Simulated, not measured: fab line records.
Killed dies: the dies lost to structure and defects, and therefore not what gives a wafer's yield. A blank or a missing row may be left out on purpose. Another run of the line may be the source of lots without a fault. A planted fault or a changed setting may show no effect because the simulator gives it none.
fab line records    flow rit_cmos
[record] lots = 14  wafers = 42  last_day = 7
route steps=202 shown PLDD@117
lots with no fault: from the same line, run without faults
start_h: hours from the record's opening day to when the first of the lot's shown wafers began    wait_h: how many hours have passed since the lot's step before this one    " unchanged from the row above    L1.1+2: a single row standing in for several wafers    - either no value or no given start    * or withheld: withheld    < > ~ a bound
route shown NAME@n: names a module that has steps shown in the file, with the first one's number in the route    usual: the fault-free wafers' mean and standard deviation    same: alike in all rows    chamber/n: place in a boat    sites: the reading at each site    _std_site: how widely they spread, as a standard deviation    _edge_site: the outer-site mean with the inner-site mean subtracted    radius_mm: how far each site lies from the wafer's centre    mask NAME#n: copy n    behind: tool/chamber where the wafer was last shaped    hold: cause of the lot's hold/its duration in hours/its outcome    device: whichever transistor did not switch (one of n, p or np)    end of line: the route-end tests of the same wafers    step lacking rows: just its recipe    killed: at the first sort, the dies lost to defects and structure; wafer yield is something else    map: a wafer's dies, x killed, . not, _ none there
set.NAME: setting as actually run; set.NAME@STEP: the setting as run at that earlier step    model.NAME: the simulator's own value behind a step, which no gauge read
steps of the route over a sample of lots; a table a step, a row a wafer
services: from which hour (start_h, from the record's first day; less than 0 if before it) a tool's chamber was out of use, for how many hours, and why
[[steps]]
[step RIT_PLDD_EXPOSE_03]
[recipe] mask_id = M8  na = 0.57  target_cd_nm = 40900  dose_mj = 250
[usual] exposure_dose_mJ_cm2 = 249.97/0.28  focus_offset_nm = -0.1/0.51
lot.wafer  tool              chamber  start_h  wait_h  mask  exposure_dose_mJ_cm2  focus_offset_nm
L169.3     iline_stepper-01  0        45.48    0.2     M8#0  249.72                -0.6
L169.4     "                 0        "        "       M8#0  250.04                -0.1
L169.5     "                 0        "        "       M8#0  249.55                -0.3
L171.1     iline_stepper-01  0        54.28    0.2     M8#0  249.73                0.8
L171.5     "                 0        "        "       M8#0  249.82                0.3
L171.6     "                 0        "        "       M8#0  250.12                0.7
L172.1     iline_stepper-02  0        57.71    0.2     M8#0  250.09                0.0
L172.2     "                 0        "        "       M8#0  249.95                1.2
L172.3     "                 0        "        "       M8#0  249.72                0.6
L173.1     iline_stepper-02  0        64.08    0.1     M8#0  249.95                -0.4
L173.2     "                 0        "        "       M8#0  250.10                -1.2
L173.5     "                 0        "        "       M8#0  250.35                -0.1
L174.2     iline_stepper-01  0        68.08    0.2     M8#0  250.30                -0.1
L174.5     "                 0        "        "       M8#0  250.20                -0.6
L174.6     "                 0        "        "       M8#0  250.01                -0.1
L175.2     iline_stepper-01  0        71.75    0.1     M8#0  249.71                0.3
L175.3     "                 0        "        "       M8#0  250.03                0.2
L175.6     "                 0        "        "       M8#0  249.92                -0.2
L178.3     iline_stepper-01  0        88.57    0.2     M8#0  250.08                0.4
L178.4     "                 0        "        "       M8#0  250.30                -0.1
L178.6     "                 0        "        "       M8#0  250.17                0.5
L179.1     iline_stepper-01  -        92.23    0.1     M8#0  -                     -
L179.4     "                 -        "        "       M8#0  -                     -
L179.6     "                 -        "        "       M8#0  -                     -
L180.2     iline_stepper-02  -        97.49    0.3     M8#0  -                     -
L180.3     "                 -        "        "       M8#0  -                     -
L180.6     "                 -        "        "       M8#0  -                     -
L185.2     iline_stepper-02  0        122.95   0.1     M8#0  250.17                -0.1
L185.4     "                 0        "        "       M8#0  250.27                0.4
L185.5     "                 0        "        "       M8#0  249.94                0.2
L189.1     iline_stepper-02  0        143.84   0.2     M8#0  249.83                -0.2
L189.2     "                 0        "        "       M8#0  249.51                -0.2
L189.6     "                 0        "        "       M8#0  249.98                0.1
L190.1     iline_stepper-02  0        147.37   0.1     M8#0  249.73                0.0
L190.3     "                 0        "        "       M8#0  249.80                -0.1
L190.5     "                 0        "        "       M8#0  249.63                0.1
L191.2     iline_stepper-01  0        151.94   0.2     M8#0  249.84                -1.1
L191.4     "                 0        "        "       M8#0  250.00                -0.1
L191.6     "                 0        "        "       M8#0  249.93                -0.4
L192.1     iline_stepper-02  0        156.66   0.2     M8#0  249.59                -0.7
L192.2     "                 0        "        "       M8#0  249.83                -0.9
L192.3     "                 0        "        "       M8#0  249.68                -0.5
[[services]]
tool              chamber  start_h  hours  kind
iline_stepper-02  -        48.99    1.7    pm
iline_stepper-01  -        105.04   1.3    repair
[[key]]
[first_sign] step = RIT_PLDD_EXPOSE_03  reading = tool_record  direction = missing
effect none on later readings
met_at RIT_PLDD_EXPOSE_03
struck_lots L179,L180
sort_left_out L179.1,L179.4,L179.6,L180.2,L180.3,L180.6
tester_left_out L179,L180
onset_between 88.57 92.23
[fault] kind = skipped_step_whole  tool = iline_stepper-01,iline_stepper-02  chamber = -  onset_h = 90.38  steps = RIT_PLDD_EXPOSE_03  scope = struck_lots_only
// tester_left_out: of these lots the tester's yield and bins aren't shown, on N5 and GAA mostly nor the transistor test; their killed dies are dies lost to structure and defects alone, not to doping, threshold or leakage, so they don't give the yield
// sort_left_out: the simulated sort isn't trusted on such a fault, so these wafers' sort isn't shown, and their yield isn't known
